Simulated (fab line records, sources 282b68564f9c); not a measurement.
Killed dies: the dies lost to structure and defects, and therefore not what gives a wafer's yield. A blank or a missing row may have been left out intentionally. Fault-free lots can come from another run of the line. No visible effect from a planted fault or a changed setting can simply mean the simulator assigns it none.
Which tool is to blame? :: flow rit-cmos :: 14 lots, 42 wafers sampled, at 1 step of a route of 202

## WHAT THE GAUGES READ, wafer by wafer
Not one reading of a measure or inspect step in the record can be checked against a usual standard deviation.

## WHAT TOOL EACH LOT RAN ON (gives the tool, then ch and the chambers of the sampled wafers, and finally the start)
lot: L619
RIT_REOX_CLEAN_00: wet-bench-04 ch 0, day 2 23:02

lot: L620
RIT_REOX_CLEAN_00: wet-bench-04 ch 1, day 3 03:41

lot: L621
RIT_REOX_CLEAN_00: wet-bench-04 ch 1, day 3 11:24

lot: L624
RIT_REOX_CLEAN_00: wet-bench-04 ch 2, day 4 00:18

lot: L626
RIT_REOX_CLEAN_00: wet-bench-04 ch 3, day 4 11:05

lot: L627
RIT_REOX_CLEAN_00: wet-bench-04 ch 3, day 4 16:05

lot: L630
RIT_REOX_CLEAN_00: wet-bench-02 ch 3, day 5 05:22

lot: L632
RIT_REOX_CLEAN_00: wet-bench-04 ch 2, day 5 16:30

lot: L633
RIT_REOX_CLEAN_00: wet-bench-03 ch 2, day 6 01:41

lot: L634
RIT_REOX_CLEAN_00: wet-bench-03 ch 3, day 6 03:40

lot: L635
RIT_REOX_CLEAN_00: wet-bench-03 ch 3, day 6 13:04

lot: L636
RIT_REOX_CLEAN_00: wet-bench-04 ch 0, day 6 16:48

lot: L639
RIT_REOX_CLEAN_00: wet-bench-02 ch 3, day 7 05:33

lot: L640
RIT_REOX_CLEAN_00: wet-bench-03 ch 0, day 7 09:32
- RIT_REOX_CLEAN_00: cleans in SC1, time 600 s.

## WHAT THE TOOLS THEMSELVES READ (means of the sampled wafers that have a number; where no wafer has one, the mark that the record gives instead)
RIT_REOX_CLEAN_00.
lot: L619
tool: wet-bench-04
bath-guard-temp-C (C): 75.4
bath-heat-duty-pct (%): 15.4

lot: L620
tool: wet-bench-04
bath-guard-temp-C (C): 75.7
bath-heat-duty-pct (%): 16.9

lot: L621
tool: wet-bench-04
bath-guard-temp-C (C): 75.7
bath-heat-duty-pct (%): 16.5

lot: L624
tool: wet-bench-04
bath-guard-temp-C (C): 74.4
bath-heat-duty-pct (%): 17.1

lot: L626
tool: wet-bench-04
bath-guard-temp-C (C): -
bath-heat-duty-pct (%): -

lot: L627
tool: wet-bench-04
bath-guard-temp-C (C): -
bath-heat-duty-pct (%): -

lot: L630
tool: wet-bench-02
bath-guard-temp-C (C): 75.0
bath-heat-duty-pct (%): 12.5

lot: L632
tool: wet-bench-04
bath-guard-temp-C (C): 74.5
bath-heat-duty-pct (%): 17.8

lot: L633
tool: wet-bench-03
bath-guard-temp-C (C): 75.2
bath-heat-duty-pct (%): 17.3

lot: L634
tool: wet-bench-03
bath-guard-temp-C (C): 76.1
bath-heat-duty-pct (%): 16.3

lot: L635
tool: wet-bench-03
bath-guard-temp-C (C): 75.8
bath-heat-duty-pct (%): 16.3

lot: L636
tool: wet-bench-04
bath-guard-temp-C (C): 75.3
bath-heat-duty-pct (%): 14.8

lot: L639
tool: wet-bench-02
bath-guard-temp-C (C): 74.9
bath-heat-duty-pct (%): 12.0

lot: L640
tool: wet-bench-03
bath-guard-temp-C (C): 74.7
bath-heat-duty-pct (%): 14.6

## THE ANSWER, worked out from the rows above alone
Rule: the usual values come from the lots themselves. Put in order of their means at a reading, lots are off if they are a third of the lots or fewer, leave a main group of 4 or more, and stand apart from it by a gap of 3 or more times the standard deviation of the main group's means; of several such gaps the widest counts. The tables above print the reading to a certain number of digits; a main group whose means all agree to those digits is not used. Also off: a lot with no number at a reading for which 4 or more lots have one. Any other lot the step has rows for is counted as sound. Order of review: gauges by route order, followed by the tools' own readings, for which a lot's mean as printed above is used. At the first step where some lot is off, the reading lying furthest off is the one used; lots without a number count as furthest.
Off, at RIT_REOX_CLEAN_00 on bath-guard-temp-C: L626, L627. Without a number there: L626, L627. Main group: mean 75.2 C, sd 0.52.
A tool fits if, at that step or a process step before it, it ran every lot that is off, and no sound lot after the first of them. Not one of the candidates tried fits.

## WHAT HAD BEEN PUT IN BY THE SIMULATOR
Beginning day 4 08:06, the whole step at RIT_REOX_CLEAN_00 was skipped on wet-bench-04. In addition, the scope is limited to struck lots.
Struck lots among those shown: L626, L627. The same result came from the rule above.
